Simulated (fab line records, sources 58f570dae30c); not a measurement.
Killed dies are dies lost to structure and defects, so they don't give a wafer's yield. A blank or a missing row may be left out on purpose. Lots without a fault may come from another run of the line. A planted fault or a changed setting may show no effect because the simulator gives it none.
Which tool did it? | flow berkeley_cmos170 | 14 lots, 42 wafers sampled, at 4 steps of a route of 331

WHAT THE GAUGES READ, wafer by wafer
UCB170_V1_BOW_MEAS_03.
lot  | measured     | on            | V1_BOW (um)
L428 | day 8 22:25  | film_metro-02 | 14 20 15
L429 | day 8 16:20  | film_metro-02 | 15 19 4
L430 | day 8 15:42  | film_metro-01 | 19 21 28
L432 | day 8 22:43  | film_metro-01 | 13 8 32
L433 | day 8 22:28  | film_metro-03 | 18 23 16
L434 | day 10 02:22 | film_metro-01 | 18 20 24
L437 | day 10 02:02 | film_metro-01 | 24 23 6
L438 | day 10 02:40 | film_metro-02 | 21 32 22
L442 | day 10 13:38 | film_metro-03 | 7 14 22
L439 | day 10 20:40 | film_metro-02 | 15 19 25
L446 | day 11 08:20 | film_metro-02 | 21 26 16
L447 | day 11 08:31 | film_metro-02 | 19 34 19
L448 | day 11 20:35 | film_metro-01 | 16 24 19
L451 | day 12 11:13 | film_metro-01 | 14 18 11

UCB170_V2_BOW_MEAS_03.
lot  | measured     | on            | V2_BOW (um)
L428 | day 9 09:08  | film_metro-02 | 33 39 34
L429 | day 8 21:49  | film_metro-04 | 37 40 26
L430 | day 8 21:25  | film_metro-04 | 36 38 47
L432 | day 9 09:13  | film_metro-04 | 34 29 54
L433 | day 9 09:22  | film_metro-02 | 37 41 35
L434 | day 10 09:07 | film_metro-03 | 38 41 45
L437 | day 10 08:19 | film_metro-04 | 40 39 21
L438 | day 10 10:28 | film_metro-04 | 41 53 42
L442 | day 10 22:37 | film_metro-04 | 24 31 38
L439 | day 11 03:17 | film_metro-03 | 34 36 42
L446 | day 11 14:10 | film_metro-03 | 40 44 35
L447 | day 11 14:56 | film_metro-04 | 36 50 35
L448 | day 12 02:08 | film_metro-04 | 32 40 34
L451 | day 12 16:15 | film_metro-03 | 32 37 29

WHICH TOOL RAN EACH LOT (tool, then ch and the chambers of the sampled wafers, then the start)
lot  | UCB170_PWELL_STRIP_16               | UCB170_M2_SPUTTER_01
L428 | plasma_asher-01 ch 0,1, day 3 21:16 | pvd_sputter-03, day 9 01:34
L429 | plasma_asher-03 ch 0,1, day 3 22:07 | pvd_sputter-01, day 8 18:24
L430 | plasma_asher-01 ch 0,1, day 4 07:10 | pvd_sputter-01, day 8 17:51
L432 | plasma_asher-02 ch 0, day 4 20:26   | pvd_sputter-01, day 9 02:29
L433 | plasma_asher-01 ch 0,1, day 4 20:40 | pvd_sputter-03, day 9 02:10
L434 | plasma_asher-03 ch 0,1, day 5 02:17 | pvd_sputter-02, day 10 04:43
L437 | plasma_asher-01 ch 1, day 5 09:45   | pvd_sputter-01, day 10 04:10
L438 | plasma_asher-02 ch 0,1, day 5 09:59 | pvd_sputter-03, day 10 05:26
L442 | plasma_asher-01 ch 0,1, day 6 00:16 | pvd_sputter-01, day 10 17:29
L439 | plasma_asher-02 ch 0,1, day 6 00:30 | pvd_sputter-03, day 10 23:44
L446 | plasma_asher-01 ch 1, day 6 14:41   | pvd_sputter-02, day 11 10:47
L447 | plasma_asher-03 ch 0,1, day 6 16:58 | pvd_sputter-01, day 11 11:02
L448 | plasma_asher-02 ch 0, day 7 04:25   | pvd_sputter-01, day 11 22:46
L451 | plasma_asher-01 ch 0,1, day 7 22:05 | pvd_sputter-01, day 12 13:01
- UCB170_PWELL_STRIP_16: strips in O2.
- UCB170_M2_SPUTTER_01: material Al, target thk 900 nm, time 120 s.

WHAT THE TOOLS THEMSELVES READ (means of the sampled wafers that have a number; where no wafer has one, the mark that the record gives instead)
UCB170_PWELL_STRIP_16.
lot  | tool            | drypump_motor_current_A (A) | oes_product_au (a.u.) | strip_time_to_endpoint_s (s)
L428 | plasma_asher-01 | 5.9                         | 0.715                 | 18.16
L429 | plasma_asher-03 | 6.0                         | 0.723                 | 18.05
L430 | plasma_asher-01 | 6.2                         | 0.720                 | 18.10
L432 | plasma_asher-02 | 6.1                         | 0.721                 | 17.99
L433 | plasma_asher-01 | 5.9                         | 0.719                 | 18.14
L434 | plasma_asher-03 | 6.0                         | 0.721                 | 17.97
L437 | plasma_asher-01 | 6.5                         | 0.721                 | 18.15
L438 | plasma_asher-02 | 5.9                         | 0.724                 | 17.96
L442 | plasma_asher-01 | 6.2                         | 0.724                 | 18.01
L439 | plasma_asher-02 | 6.0                         | 0.720                 | 18.14
L446 | plasma_asher-01 | 6.6                         | 0.716                 | 18.05
L447 | plasma_asher-03 | 5.9                         | 0.721                 | 18.05
L448 | plasma_asher-02 | 6.1                         | 0.722                 | 17.87
L451 | plasma_asher-01 | 5.9                         | 0.720                 | 18.09

UCB170_M2_SPUTTER_01.
lot  | tool           | throttle_valve_pct (%)
L428 | pvd_sputter-03 | 31.4
L429 | pvd_sputter-01 | 29.8
L430 | pvd_sputter-01 | 30.6
L432 | pvd_sputter-01 | 30.6
L433 | pvd_sputter-03 | 29.8
L434 | pvd_sputter-02 | 30.0
L437 | pvd_sputter-01 | 30.5
L438 | pvd_sputter-03 | 30.1
L442 | pvd_sputter-01 | 30.5
L439 | pvd_sputter-03 | 29.6
L446 | pvd_sputter-02 | 30.0
L447 | pvd_sputter-01 | 29.9
L448 | pvd_sputter-01 | 30.4
L451 | pvd_sputter-01 | 29.7

THE ANSWER, worked out from the rows above alone
Rule: what is usual is taken from the lots themselves. Put in order of their means at a reading, lots are off if they are a third of the lots or fewer, leave a main group of 4 or more, and stand apart from it by a gap of 3 or more times the standard deviation of the main group's means; of several such gaps the widest counts. A main group whose means are all the same, to the digits that the tables above print for the reading, isn't used. A lot without any number at a reading at which 4 lots or more have one is off too. The other lots that the step has rows for count as sound. The gauges are gone through in route order, then the tools' own readings, and for those a lot's mean is taken as printed above. The first step at which some lot is off is used, and at that step the reading that is off furthest; a lot without a number counts as furthest.
No lot is off at any reading shown: from this, nothing can be told.

WHAT THE SIMULATOR HAD PUT IN
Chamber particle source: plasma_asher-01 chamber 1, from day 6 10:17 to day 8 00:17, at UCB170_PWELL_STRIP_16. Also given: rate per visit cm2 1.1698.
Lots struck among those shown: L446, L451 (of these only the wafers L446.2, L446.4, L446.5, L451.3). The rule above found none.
